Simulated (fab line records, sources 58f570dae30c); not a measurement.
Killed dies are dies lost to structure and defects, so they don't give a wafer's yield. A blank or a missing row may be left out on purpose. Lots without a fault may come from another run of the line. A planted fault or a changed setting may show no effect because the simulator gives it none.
Problem report in the 8D (eight disciplines) form, filled by code | flow berkeley_cmos170 | the parts of the form that need people (team, actions taken, sign-off) are left out

1. THE PROBLEM
heater_power_total_W at UCB170_M3_SOFTBAKE_06 reads a mean of 55.92 W on 9 wafers of 3 lots; wafers without a fault read 56.80 W with a standard deviation of 0.047. That is -19 standard deviations from the usual mean.
The step: time 60 s.
First seen on wafer L173.1, day 9 18:48, on litho_track-01. The record holds 45 wafers of 15 lots with a number at this step. Rule for "out", or "out of limits": more than 4 standard deviations from the usual mean. The other wafers with a number count as sound.

2. WHAT IT IS AND WHAT IT IS NOT
question                    | is                                 | is not
which readings at this step | heater_power_total_W, plate_temp_C | chill_plate_temp_C, exhaust_pa
which lots                  | L173, L175, L177                   | L164, L165, L167, L168, L171, L174, L179, L180, L181, L182, L183, L185
which wafers of those lots  | all that have a number             | -
read on which tools         | litho_track-01                     | litho_track-03, litho_track-04
when                        | from day 9 18:48                   | up to then (15 sound wafers); but 21 sound wafers of L174, L179, L180, L181, L182, L183, L185 came after

3. SUSPECTS, AND WHAT RULES EACH OUT
Counting: a tool at a process step up to the reading stays a suspect if it ran every lot that is out and no sound lot after the first of them.
- litho_track-01 at UCB170_M3_SOFTBAKE_06 (time 60 s): kept. It ran every lot that is out, first L173 (day 9 18:48), and no sound lot after that; its last sound lot up to then is L168 (day 8 14:47). Its own readings are out on those wafers: heater_power_total_W, plate_temp_C.
Left after counting: litho_track-01 at UCB170_M3_SOFTBAKE_06.

4. THE CAUSE (what the simulator had put in)
Process parameter drift: litho_track-01, from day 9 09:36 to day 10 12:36, at UCB170_M3_SOFTBAKE_06. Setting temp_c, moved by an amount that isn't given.
Counting left only this tool.

5. THE CHAIN OF EFFECTS, in route order
Each row: a reading whose mean over the struck wafers that have a number lies more than 3 standard deviations from the usual. Only readings for which the record gives a usual standard deviation are gone through. hours: the time from each lot's start at the first step in this table that gives one to its start at this step, as a median over the lots. sigmas: the change in usual standard deviations.
hours | step                  | reading              | usual    | on struck wafers | change | sigmas
0     | UCB170_M3_SOFTBAKE_06 | heater_power_total_W | 56.80 W  | 55.92            | -0.88  | -19
0     | UCB170_M3_SOFTBAKE_06 | plate_temp_C         | 130.01 C | 128.45           | -1.56  | -12
The process steps in it:
- UCB170_M3_SOFTBAKE_06: time 60 s.
Later measuring or inspecting steps at which every struck wafer that the step has a row for has a number for every such reading, and none has moved that far: UCB170_M3_BOW_MEAS_20.

6. WHAT WOULD HAVE CAUGHT IT SOONER
In this record the first reading out of limits was taken at day 9 18:48, 9 hours after the fault began at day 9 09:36.
